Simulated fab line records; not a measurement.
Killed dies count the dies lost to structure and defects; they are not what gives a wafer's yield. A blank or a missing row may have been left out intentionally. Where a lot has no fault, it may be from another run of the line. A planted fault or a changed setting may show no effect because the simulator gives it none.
fab line records	flow berkeley_cmos170
record lots=5	wafers=23
route steps=331 shown SILICIDE@211 CONTACT@229 M1@238 V1@268
start_h: hours from the record's first day to the start of the lot's first wafer shown	wait_h: hours from the lot's prior step to this one	" the same as in the row above	L1.1+2: a single row standing in for several wafers	- no value, or no start given	* or withheld: withheld	< > ~ a bound
route shown NAME@n: names a module that has steps shown in the file, with the first one's number in the route	usual: mean/standard deviation of fault-free wafers	same: alike in all rows	chamber/n: place in a boat	sites: readings site by site	_std_site: standard deviation of those values	_edge_site: inner sites' mean taken away from outer sites' mean	radius_mm: for every site, how far away it sits from the centre of the wafer	mask NAME#n: copy n	behind: the tool/chamber that last shaped the wafer	hold: why the lot was held/for how many hours/how that ended	device: which transistor (n, p or np) failed to switch	end of line: tests run on the same wafers once the route is complete	a step given without rows: its recipe and nothing more	killed: dies that structure and defects cost at the first sort, which is not the same as the wafer's yield	map: a wafer's dies, marking killed ones x, the rest . and places with no die _
set.NAME: setting as actually run; set.NAME@STEP: the setting as run at that earlier step	model.NAME: the simulator's own value behind a step, which no gauge read
one table per step and one row per wafer, for lots whose settings were changed on purpose
## steps
# step UCB170_SILICIDE_SPUTTER_01
# recipe material=Ti	target_thk_nm=30	time_s=25	power_w=1500	chamber_pressure_pa=0.5
lot.wafer	tool	chamber	start_h	wait_h	set.power_w	model.Ti_of_SILICIDE_SPUTTER_01.thk_nm
L074.1	pvd_sputter-01	-	177.48	0.0	1571	31.31
L074.2	"	-	"	"	1500	29.58
L074.4	"	-	"	"	1571	31.07
L074.5	"	-	"	"	1500	29.49
L074.6	"	-	"	"	1571	31.44
L076.1	pvd_sputter-03	-	198.86	0.0	1500	30.19
L076.3	"	-	"	"	1545	30.87
L076.4	"	-	"	"	1500	30.16
L076.5	"	-	"	"	1545	31.21
L076.6	"	-	"	"	1500	30.1
L080.1	pvd_sputter-01	-	212.22	0.0	1500	30.25
L080.2	"	-	"	"	1500	30.14
L080.3	"	-	"	"	1441	29.05
L080.5	"	-	"	"	1441	28.96
L080.6	"	-	"	"	1441	29.41
L081.1	pvd_sputter-02	-	213.91	0.0	1500	29.68
L081.2	"	-	"	"	1324	26.32
L081.3	"	-	"	"	1500	29.87
L081.4	"	-	"	"	1324	26.29
L081.5	"	-	"	"	1324	26.24
L084.3	pvd_sputter-02	-	217.32	0.0	1500	30.14
L084.5	"	-	"	"	1500	29.95
L084.6	"	-	"	"	1500	30.25
# step UCB170_SILICIDE_RS_MEAS_02
# recipe thk_meas_gauge=four-point-probe	reads=Ti_of_SILICIDE_SPUTTER_01
# usual SILICIDE_TI_RS=26.1/0.34
lot.wafer	tool	chamber	start_h	wait_h	set.power_w@SILICIDE_SPUTTER_01	SILICIDE_TI_RS[ohm/sq]
L074.1	film_metro-03	-	177.51	0.0	1571	24.9
L074.2	"	-	"	"	1500	26.6
L074.4	"	-	"	"	1571	25.1
L074.5	"	-	"	"	1500	26.7
L074.6	"	-	"	"	1571	24.8
L076.1	film_metro-03	-	198.89	0.0	1500	25.9
L076.3	"	-	"	"	1545	25.3
L076.4	"	-	"	"	1500	25.9
L076.5	"	-	"	"	1545	24.9
L076.6	"	-	"	"	1500	26.0
L080.1	film_metro-01	-	212.25	0.0	1500	25.8
L080.2	"	-	"	"	1500	26.0
L080.3	"	-	"	"	1441	27.2
L080.5	"	-	"	"	1441	27.2
L080.6	"	-	"	"	1441	26.8
L081.1	film_metro-03	-	213.94	0.0	1500	26.5
L081.2	"	-	"	"	1324	30.5
L081.3	"	-	"	"	1500	26.3
L081.4	"	-	"	"	1324	30.5
L081.5	"	-	"	"	1324	30.5
L084.3	film_metro-03	-	217.39	0.1	1500	25.9
L084.5	"	-	"	"	1500	26.2
L084.6	"	-	"	"	1500	25.8
# step UCB170_SILICIDE_THK_MEAS_03
# recipe thk_meas_gauge=xrf	reads=Ti_of_SILICIDE_SPUTTER_01
# usual SILICIDE_TI_THK=29.6/0.34
lot.wafer	tool	chamber	start_h	wait_h	set.power_w@SILICIDE_SPUTTER_01	SILICIDE_TI_THK[nm]
L074.1	film_metro-03	-	177.63	0.1	1571	30.7
L074.2	"	-	"	"	1500	29.0
L074.4	"	-	"	"	1571	30.4
L074.5	"	-	"	"	1500	29.0
L074.6	"	-	"	"	1571	30.9
L076.1	film_metro-03	-	199.01	0.1	1500	29.8
L076.3	"	-	"	"	1545	30.6
L076.4	"	-	"	"	1500	29.7
L076.5	"	-	"	"	1545	30.8
L076.6	"	-	"	"	1500	29.7
L080.1	film_metro-01	-	212.37	0.1	1500	29.9
L080.2	"	-	"	"	1500	29.8
L080.3	"	-	"	"	1441	28.7
L080.5	"	-	"	"	1441	28.6
L080.6	"	-	"	"	1441	29.2
L081.1	film_metro-03	-	214.06	0.1	1500	29.2
L081.2	"	-	"	"	1324	25.9
L081.3	"	-	"	"	1500	29.4
L081.4	"	-	"	"	1324	26.0
L081.5	"	-	"	"	1324	25.9
L084.3	film_metro-03	-	217.49	0.1	1500	29.7
L084.5	"	-	"	"	1500	29.6
L084.6	"	-	"	"	1500	29.9
# step UCB170_CONTACT_PEB_13
# recipe peb_temp_c=130	peb_time_s=withheld	resist=KrF
lot.wafer	tool	chamber	start_h	wait_h	set.peb_temp_c
L074.1+2+4+5+6	litho_track-02	0	181.16	0.1	130
L076.1+4	litho_track-01	0	203.70	0.3	130
L076.3+5+6	"	0	"	"	132.8
L080.1+3	litho_track-01	0	217.08	0.2	130
L080.2+5+6	"	0	"	"	131.8
L081.1+3+5	litho_track-04	0	218.39	0.2	126.8
L081.2+4	"	0	"	"	130
L084.3+5+6	litho_track-04	0	221.54	0.1	130
# step UCB170_CONTACT_DEVELOP_14
# recipe developer=TMAH	develop_time_s=45	resist=KrF	dev_temp_c=21
# step UCB170_CONTACT_CD_MEAS_15
# recipe target_cd_nm=700
# usual cd_nm=699.5/1.2
lot.wafer	tool	chamber	start_h	wait_h	set.peb_temp_c@CONTACT_PEB_13	cd_nm
L074.1	cd_sem-02	-	181.44	-	130	698.9
L074.2	"	-	"	"	130	697.5
L074.4	"	-	"	"	130	698.9
L074.5	"	-	"	"	130	698.5
L074.6	"	-	"	"	130	699.5
L076.1	cd_sem-01	-	203.97	-	130	697.4
L076.3	"	-	"	"	132.8	714.6
L076.4	"	-	"	"	130	699.8
L076.5	"	-	"	"	132.8	715.2
L076.6	"	-	"	"	132.8	715.6
L080.1	cd_sem-02	-	217.36	-	130	700.4
L080.2	"	-	"	"	131.8	712.3
L080.3	"	-	"	"	130	700.6
L080.5	"	-	"	"	131.8	711.3
L080.6	"	-	"	"	131.8	711.3
L081.1	cd_sem-01	-	218.67	-	126.8	675.2
L081.2	"	-	"	"	130	698.1
L081.3	"	-	"	"	126.8	673.9
L081.4	"	-	"	"	130	698.6
L081.5	"	-	"	"	126.8	673.7
L084.3	cd_sem-01	-	221.81	-	130	699.4
L084.5	"	-	"	"	130	700.6
L084.6	"	-	"	"	130	699.5
# step UCB170_CONTACT_ETCH_17
# recipe chemistry=N2/H2	target_depth_a=withheld	overetch_a=withheld	target=BARC	time_s=withheld	source_w=500	bias_w=100	pressure_mtorr=30	n2_flow_sccm=100	h2_flow_sccm=200
lot.wafer	tool	chamber	start_h	wait_h	set.peb_temp_c@CONTACT_PEB_13	model.CONTACT.cd_nm
L074.1	rie_diel-01	1	181.59	0.0	130	697.9
L074.2	"	0	"	"	130	698.7
L074.4	"	2	"	"	130	698
L074.5	"	3	"	"	130	699.1
L074.6	"	0	"	"	130	700
L076.1	rie_diel-03	2	204.13	0.0	130	698
L076.3	"	1	"	"	132.8	714.8
L076.4	"	1	"	"	130	700.3
L076.5	"	2	"	"	132.8	716.2
L076.6	"	3	"	"	132.8	716.6
L080.1	rie_diel-01	0	217.51	0.0	130	700.7
L080.2	"	3	"	"	131.8	712.9
L080.3	"	2	"	"	130	699.9
L080.5	"	0	"	"	131.8	712.8
L080.6	"	1	"	"	131.8	711.4
L081.1	rie_diel-04	2	218.83	0.0	126.8	674.7
L081.2	"	1	"	"	130	697.6
L081.3	"	0	"	"	126.8	675
L081.4	"	3	"	"	130	698.8
L081.5	"	2	"	"	126.8	673.8
L084.3	rie_diel-03	1	221.92	0.0	130	699.5
L084.5	"	2	"	"	130	700.7
L084.6	"	0	"	"	130	700.1
# step UCB170_CONTACT_ETCH_18
# recipe chemistry=CHF3/CF4/Ar	target=PSG	stop_on=TiSi2	CHF3_flow_sccm=45	cf4_flow_sccm=15	Ar_flow_sccm=150	pressure_mtorr=200	rf_w=700	target_depth_a=8400	over_etch_frac=0.2	time_s=195
# step UCB170_CONTACT_STRIP_19
# recipe chemistry=O2	power_w=400	pressure_mtorr=3500	platen_temp_c=withheld	o2_flow_sccm=400	overash_fraction=0.5402
# step UCB170_CONTACT_CD_MEAS_90
# recipe target_cd_nm=700
# usual cd_nm=699.8/1.6
lot.wafer	tool	chamber	start_h	wait_h	set.peb_temp_c@CONTACT_PEB_13	cd_nm
L074.1	cd_sem-02	-	181.86	0.1	130	698.4
L074.2	"	-	"	"	130	699.4
L074.4	"	-	"	"	130	698.4
L074.5	"	-	"	"	130	698.5
L074.6	"	-	"	"	130	700.8
L076.1	cd_sem-02	-	204.40	0.1	130	698.9
L076.3	"	-	"	"	132.8	715.0
L076.4	"	-	"	"	130	700.7
L076.5	"	-	"	"	132.8	716.8
L076.6	"	-	"	"	132.8	716.9
L080.1	cd_sem-02	-	217.78	0.1	130	701.1
L080.2	"	-	"	"	131.8	712.7
L080.3	"	-	"	"	130	700.3
L080.5	"	-	"	"	131.8	713.3
L080.6	"	-	"	"	131.8	711.6
L081.1	cd_sem-02	-	219.09	0.1	126.8	673.9
L081.2	"	-	"	"	130	696.8
L081.3	"	-	"	"	126.8	675.0
L081.4	"	-	"	"	130	699.3
L081.5	"	-	"	"	126.8	673.0
L084.3	cd_sem-01	-	222.23	0.1	130	700.3
L084.5	"	-	"	"	130	701.4
L084.6	"	-	"	"	130	700.4
# step UCB170_M1_SPUTTER_00
# recipe material=Al	target_thk_nm=600	time_s=80	power_w=6000	chamber_pressure_pa=0.5
lot.wafer	tool	chamber	start_h	wait_h	set.power_w	model.Al_of_M1_SPUTTER_00.thk_nm
L074.1	pvd_sputter-04	-	182.15	0.0	6000	590.2
L074.2	"	-	"	"	6437	638.3
L074.4	"	-	"	"	6437	634.7
L074.5	"	-	"	"	6000	590.8
L074.6	"	-	"	"	6437	635.9
L076.1	pvd_sputter-01	-	204.71	0.0	5778	571
L076.3	"	-	"	"	6000	595.4
L076.4	"	-	"	"	6000	595.9
L076.5	"	-	"	"	5778	571.5
L076.6	"	-	"	"	5778	568.9
L080.1	pvd_sputter-02	-	218.09	0.0	6294	622.3
L080.2	"	-	"	"	6000	590.5
L080.3	"	-	"	"	6000	592.6
L080.5	"	-	"	"	6294	623.4
L080.6	"	-	"	"	6000	591.9
L081.1	pvd_sputter-04	-	219.40	0.0	6279	621.3
L081.2	"	-	"	"	6000	594.1
L081.3	"	-	"	"	6000	588.4
L081.4	"	-	"	"	6000	603.2
L081.5	"	-	"	"	6279	618.7
L084.3	pvd_sputter-01	-	222.64	0.0	6000	599.9
L084.5	"	-	"	"	6000	597.8
L084.6	"	-	"	"	6000	603.9
# step UCB170_M1_RS_MEAS_01
# recipe thk_meas_gauge=four-point-probe	reads=Al_of_M1_SPUTTER_00
# usual M1_AL_RS=0.0486/0.00055
lot.wafer	tool	chamber	start_h	wait_h	set.power_w@M1_SPUTTER_00	M1_AL_RS[ohm/sq]
L074.1	film_metro-02	-	182.22	0.0	6000	0.0494
L074.2	"	-	"	"	6437	0.0456
L074.4	"	-	"	"	6437	0.0458
L074.5	"	-	"	"	6000	0.0493
L074.6	"	-	"	"	6437	0.0458
L076.1	film_metro-04	-	204.77	0.0	5778	0.0510
L076.3	"	-	"	"	6000	0.0489
L076.4	"	-	"	"	6000	0.0489
L076.5	"	-	"	"	5778	0.0510
L076.6	"	-	"	"	5778	0.0513
L080.1	film_metro-02	-	218.15	0.0	6294	0.0468
L080.2	"	-	"	"	6000	0.0494
L080.3	"	-	"	"	6000	0.0491
L080.5	"	-	"	"	6294	0.0466
L080.6	"	-	"	"	6000	0.0492
L081.1	film_metro-04	-	219.46	0.0	6279	0.0468
L081.2	"	-	"	"	6000	0.0490
L081.3	"	-	"	"	6000	0.0495
L081.4	"	-	"	"	6000	0.0483
L081.5	"	-	"	"	6279	0.0470
L084.3	film_metro-02	-	222.74	0.1	6000	0.0486
L084.5	"	-	"	"	6000	0.0487
L084.6	"	-	"	"	6000	0.0482
# step UCB170_M1_THK_MEAS_02
# recipe thk_meas_gauge=xrf	reads=Al_of_M1_SPUTTER_00
# usual M1_AL_THK=607/8.1
lot.wafer	tool	chamber	start_h	wait_h	set.power_w@M1_SPUTTER_00	M1_AL_THK[nm]
L074.1	film_metro-02	-	182.34	0.1	6000	592
L074.2	"	-	"	"	6437	646
L074.4	"	-	"	"	6437	639
L074.5	"	-	"	"	6000	594
L074.6	"	-	"	"	6437	640
L076.1	film_metro-04	-	204.89	0.1	5778	585
L076.3	"	-	"	"	6000	612
L076.4	"	-	"	"	6000	610
L076.5	"	-	"	"	5778	581
L076.6	"	-	"	"	5778	583
L080.1	film_metro-02	-	218.27	0.1	6294	624
L080.2	"	-	"	"	6000	592
L080.3	"	-	"	"	6000	596
L080.5	"	-	"	"	6294	628
L080.6	"	-	"	"	6000	597
L081.1	film_metro-04	-	219.58	0.1	6279	629
L081.2	"	-	"	"	6000	604
L081.3	"	-	"	"	6000	599
L081.4	"	-	"	"	6000	611
L081.5	"	-	"	"	6279	627
L084.3	film_metro-02	-	222.84	0.1	6000	603
L084.5	"	-	"	"	6000	600
L084.6	"	-	"	"	6000	610
# step UCB170_M1_PEB_07
# recipe peb_temp_c=130	peb_time_s=withheld	resist=KrF
lot.wafer	tool	chamber	start_h	wait_h	set.peb_temp_c
L074.1+2+4+5+6	litho_track-03	0	183.25	0.1	130
L076.1+3	litho_track-03	0	207.07	0.9	133.4
L076.4+5+6	"	0	"	"	130
L080.1+5+6	litho_track-03	0	219.14	0.1	130
L080.2+3	"	0	"	"	126.8
L081.1+2+3	litho_track-02	0	220.59	0.2	130
L081.4+5	"	0	"	"	126.6
L084.3+5+6	litho_track-01	0	223.66	0.2	130
# step UCB170_M1_DEVELOP_08
# recipe developer=TMAH	develop_time_s=45	resist=KrF	dev_temp_c=21
# step UCB170_M1_CD_MEAS_09
# recipe target_cd_nm=700
# usual cd_nm=700.3/1.4
lot.wafer	tool	chamber	start_h	wait_h	set.peb_temp_c@M1_PEB_07	cd_nm
L074.1	cd_sem-01	-	183.53	-	130	701.4
L074.2	"	-	"	"	130	702.5
L074.4	"	-	"	"	130	700.9
L074.5	"	-	"	"	130	701.5
L074.6	"	-	"	"	130	700.2
L076.1	cd_sem-02	-	207.35	-	133.4	683.2
L076.3	"	-	"	"	133.4	682.7
L076.4	"	-	"	"	130	702.7
L076.5	"	-	"	"	130	701.5
L076.6	"	-	"	"	130	703.0
L080.1	cd_sem-01	-	219.51	-	130	699.6
L080.2	"	-	"	"	126.8	722.9
L080.3	"	-	"	"	126.8	722.4
L080.5	"	-	"	"	130	700.4
L080.6	"	-	"	"	130	699.3
L081.1	cd_sem-01	-	220.86	-	130	700.4
L081.2	"	-	"	"	130	702.2
L081.3	"	-	"	"	130	701.8
L081.4	"	-	"	"	126.6	728.7
L081.5	"	-	"	"	126.6	725.4
L084.3	cd_sem-02	-	223.92	-	130	700.5
L084.5	"	-	"	"	130	699.3
L084.6	"	-	"	"	130	698.4
# step UCB170_M1_ETCH_11
# recipe chemistry=N2/H2	target_depth_a=withheld	overetch_a=withheld	target=BARC	time_s=withheld	source_w=500	bias_w=100	pressure_mtorr=30	n2_flow_sccm=100	h2_flow_sccm=200
lot.wafer	tool	chamber	start_h	wait_h	set.peb_temp_c@M1_PEB_07	model.M1.cd_nm
L074.1	rie_diel-02	1	183.68	0.0	130	700.6
L074.2	"	0	"	"	130	702
L074.4	"	3	"	"	130	700.9
L074.5	"	2	"	"	130	701.1
L074.6	"	3	"	"	130	700.3
L076.1	rie_diel-02	1	207.50	0.0	133.4	682.5
L076.3	"	2	"	"	133.4	681.9
L076.4	"	0	"	"	130	702.5
L076.5	"	2	"	"	130	700.7
L076.6	"	1	"	"	130	702.3
L080.1	rie_diel-02	3	219.67	0.0	130	699.5
L080.2	"	2	"	"	126.8	722.9
L080.3	"	1	"	"	126.8	722.2
L080.5	"	3	"	"	130	701.1
L080.6	"	2	"	"	130	698.8
L081.1	rie_diel-01	3	221.02	0.0	130	700.5
L081.2	"	0	"	"	130	702
L081.3	"	2	"	"	130	701.7
L081.4	"	1	"	"	126.6	730
L081.5	"	2	"	"	126.6	725.6
L084.3	rie_diel-04	0	224.04	0.0	130	700
L084.5	"	1	"	"	130	700.1
L084.6	"	2	"	"	130	698.7
# step UCB170_M1_METAL_ETCH_12
# recipe chemistry=Cl2/BCl3	target=Al	stop_on=PSG	pressure_mtorr=12	target_depth_a=7800	over_etch_frac=0.3	time_s=130	icp_w=600	bias_w=120	Cl2_flow_sccm=90	bcl3_flow_sccm=45
lot.wafer	tool	chamber	start_h	wait_h	set.power_w@M1_SPUTTER_00	set.peb_temp_c@M1_PEB_07	model.M1.cd_nm	model.etch.depth_nm	model.M1.feature_depth_nm
L074.1	rie_metal-03	1	183.73	-	6000	130	701.3	590.2	628
L074.2	"	0	"	"	6437	130	704.3	-	-
L074.4	"	0	"	"	6437	130	701.2	-	-
L074.5	"	1	"	"	6000	130	701.1	590.8	628.5
L074.6	"	0	"	"	6437	130	702.8	-	-
L076.1	rie_metal-02	0	207.55	-	5778	133.4	685.3	571	607.6
L076.3	"	0	"	"	6000	133.4	686.2	595.4	632.1
L076.4	"	1	"	"	6000	130	702.8	595.9	634
L076.5	"	1	"	"	5778	130	700.6	571.5	609.5
L076.6	"	0	"	"	5778	130	704.1	568.9	605.6
L080.1	rie_metal-03	0	219.71	-	6294	130	699.5	622.3	658.2
L080.2	"	1	"	"	6000	126.8	721.1	590.5	628.2
L080.3	"	0	"	"	6000	126.8	722.9	592.6	628.2
L080.5	"	1	"	"	6294	130	699.7	623.4	661.1
L080.6	"	0	"	"	6000	130	697.6	591.9	627.7
L081.1	rie_metal-02	0	221.06	-	6279	130	705.2	621.3	658.8
L081.2	"	1	"	"	6000	130	701.8	594.1	632.5
L081.3	"	0	"	"	6000	130	705.7	588.4	625.5
L081.4	"	1	"	"	6000	126.6	729.9	603.2	641.4
L081.5	"	0	"	"	6279	126.6	729.2	618.7	656
L084.3	rie_metal-03	1	224.13	-	6000	130	699.5	599.9	637.6
L084.5	"	0	"	"	6000	130	701.1	597.8	633.9
L084.6	"	1	"	"	6000	130	697.8	603.9	641.9
# step UCB170_M1_STRIP_13
# recipe chemistry=O2	power_w=400	pressure_mtorr=3500	platen_temp_c=withheld	o2_flow_sccm=400	overash_fraction=0.5
# step UCB170_M1_CD_MEAS_90
# recipe target_cd_nm=700
# usual cd_nm=700.5/2.7
lot.wafer	tool	chamber	start_h	wait_h	set.peb_temp_c@M1_PEB_07	cd_nm
L074.1	cd_sem-01	-	183.96	0.1	130	701.4
L074.2	"	-	"	"	130	704.2
L074.4	"	-	"	"	130	701.3
L074.5	"	-	"	"	130	701.3
L074.6	"	-	"	"	130	702.8
L076.1	cd_sem-02	-	207.78	0.1	133.4	685.8
L076.3	"	-	"	"	133.4	686.0
L076.4	"	-	"	"	130	703.1
L076.5	"	-	"	"	130	700.5
L076.6	"	-	"	"	130	703.9
L080.1	cd_sem-01	-	219.95	0.1	130	699.6
L080.2	"	-	"	"	126.8	721.2
L080.3	"	-	"	"	126.8	722.7
L080.5	"	-	"	"	130	699.9
L080.6	"	-	"	"	130	697.5
L081.1	cd_sem-01	-	221.29	0.1	130	705.1
L081.2	"	-	"	"	130	701.6
L081.3	"	-	"	"	130	705.5
L081.4	"	-	"	"	126.6	730.0
L081.5	"	-	"	"	126.6	729.0
L084.3	cd_sem-01	-	224.35	0.1	130	699.6
L084.5	"	-	"	"	130	701.0
L084.6	"	-	"	"	130	697.8
# step UCB170_V1_ETCH_14
# recipe chemistry=CHF3/CF4/Ar	target=SiO2	stop_on=Al	CHF3_flow_sccm=45	cf4_flow_sccm=15	Ar_flow_sccm=150	pressure_mtorr=200	rf_w=700	target_depth_a=12500	over_etch_frac=0.25	time_s=291
lot.wafer	tool	chamber	start_h	wait_h	set.time_s	model.KrF_of_V1_COAT_07.thk_nm
L074.1	rie_diel-03	1	187.28	0.0	291	607.2
L074.2	"	2	"	"	291	607.7
L074.4	"	3	"	"	291	610.5
L074.5	"	1	"	"	291	607.3
L074.6	"	2	"	"	291	609.4
L076.1	rie_diel-03	1	212.38	0.0	291	611.5
L076.3	"	2	"	"	274.1	623.1
L076.4	"	1	"	"	274.1	621.2
L076.5	"	0	"	"	274.1	631
L076.6	"	2	"	"	291	603
L080.1	rie_diel-02	0	224.62	0.0	291	612.1
L080.2	"	2	"	"	291	613
L080.3	"	3	"	"	291	610.2
L080.5	"	1	"	"	316.3	590.4
L080.6	"	2	"	"	316.3	587.4
L081.1	rie_diel-02	1	226.24	0.0	291	617.8
L081.2	"	2	"	"	291	617.4
L081.3	"	0	"	"	270.5	636.7
L081.4	"	3	"	"	291	609.2
L081.5	"	3	"	"	270.5	630.7
L084.3	rie_diel-02	0	229.25	0.0	291	617
L084.5	"	0	"	"	291	617.4
L084.6	"	1	"	"	291	618.2
# step UCB170_V1_STRIP_15
# recipe chemistry=O2	power_w=400	pressure_mtorr=3500	platen_temp_c=withheld	o2_flow_sccm=400	overash_fraction=0.5
# usual strip_time_to_endpoint_s=15.32/0.1
lot.wafer	tool	chamber	start_h	wait_h	set.time_s@V1_ETCH_14	strip_time_to_endpoint_s
L074.1	plasma_asher-01	0	187.46	0.1	291	15.24
L074.2	"	1	"	"	291	15.26
L074.4	"	1	"	"	291	15.32
L074.5	"	0	"	"	291	15.25
L074.6	"	1	"	"	291	15.30
L076.1	plasma_asher-02	0	212.55	0.1	291	15.36
L076.3	"	1	"	"	274.1	15.61
L076.4	"	0	"	"	274.1	15.58
L076.5	"	0	"	"	274.1	15.82
L076.6	"	1	"	"	291	15.14
L080.1	plasma_asher-02	0	224.80	0.1	291	15.35
L080.2	"	1	"	"	291	15.37
L080.3	"	1	"	"	291	15.32
L080.5	"	1	"	"	316.3	14.84
L080.6	"	0	"	"	316.3	14.77
L081.1	plasma_asher-02	0	226.41	0.1	291	15.48
L081.2	"	1	"	"	291	15.50
L081.3	"	0	"	"	270.5	15.87
L081.4	"	1	"	"	291	15.27
L081.5	"	1	"	"	270.5	15.79
L084.3	plasma_asher-01	0	229.46	0.1	291	15.47
L084.5	"	1	"	"	291	15.49
L084.6	"	0	"	"	291	15.50
## key
split step=UCB170_SILICIDE_SPUTTER_01	setting=power_w	stated=1500	by=wafer
response step=UCB170_SILICIDE_SPUTTER_01	reading=model.Ti_of_SILICIDE_SPUTTER_01.thk_nm	change=+0.304	per=1%	r=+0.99
response step=UCB170_SILICIDE_RS_MEAS_02	reading=SILICIDE_TI_RS	change=-0.346	per=1%	r=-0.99
response step=UCB170_SILICIDE_THK_MEAS_03	reading=SILICIDE_TI_THK	change=+0.292	per=1%	r=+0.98
split step=UCB170_CONTACT_PEB_13	setting=peb_temp_c	stated=130	by=wafer
response step=UCB170_CONTACT_CD_MEAS_15	reading=cd_nm	change=+8.75	per=1%	r=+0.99
response step=UCB170_CONTACT_ETCH_17	reading=model.CONTACT.cd_nm	change=+8.81	per=1%	r=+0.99
response step=UCB170_CONTACT_CD_MEAS_90	reading=cd_nm	change=+8.81	per=1%	r=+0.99
split step=UCB170_M1_SPUTTER_00	setting=power_w	stated=6000	by=wafer
response step=UCB170_M1_SPUTTER_00	reading=model.Al_of_M1_SPUTTER_00.thk_nm	change=+6.18	per=1%	r=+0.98
response step=UCB170_M1_RS_MEAS_01	reading=M1_AL_RS	change=-0.000501	per=1%	r=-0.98
response step=UCB170_M1_THK_MEAS_02	reading=M1_AL_THK	change=+6.41	per=1%	r=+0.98
response step=UCB170_M1_METAL_ETCH_12	reading=model.etch.depth_nm	change=+6.09	per=1%	r=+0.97
response step=UCB170_M1_METAL_ETCH_12	reading=model.M1.feature_depth_nm	change=+6.1	per=1%	r=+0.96
split step=UCB170_M1_PEB_07	setting=peb_temp_c	stated=130	by=wafer
response step=UCB170_M1_CD_MEAS_09	reading=cd_nm	change=-8.81	per=1%	r=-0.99
response step=UCB170_M1_ETCH_11	reading=model.M1.cd_nm	change=-8.93	per=1%	r=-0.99
response step=UCB170_M1_METAL_ETCH_12	reading=model.M1.cd_nm	change=-8.46	per=1%	r=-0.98
response step=UCB170_M1_CD_MEAS_90	reading=cd_nm	change=-8.43	per=1%	r=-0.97
split step=UCB170_V1_ETCH_14	setting=time_s	stated=291	by=wafer
response step=UCB170_V1_ETCH_14	reading=model.KrF_of_V1_COAT_07.thk_nm	change=-2.74	per=1%	r=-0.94
response step=UCB170_V1_STRIP_15	reading=strip_time_to_endpoint_s	change=*	per=1%	r=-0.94
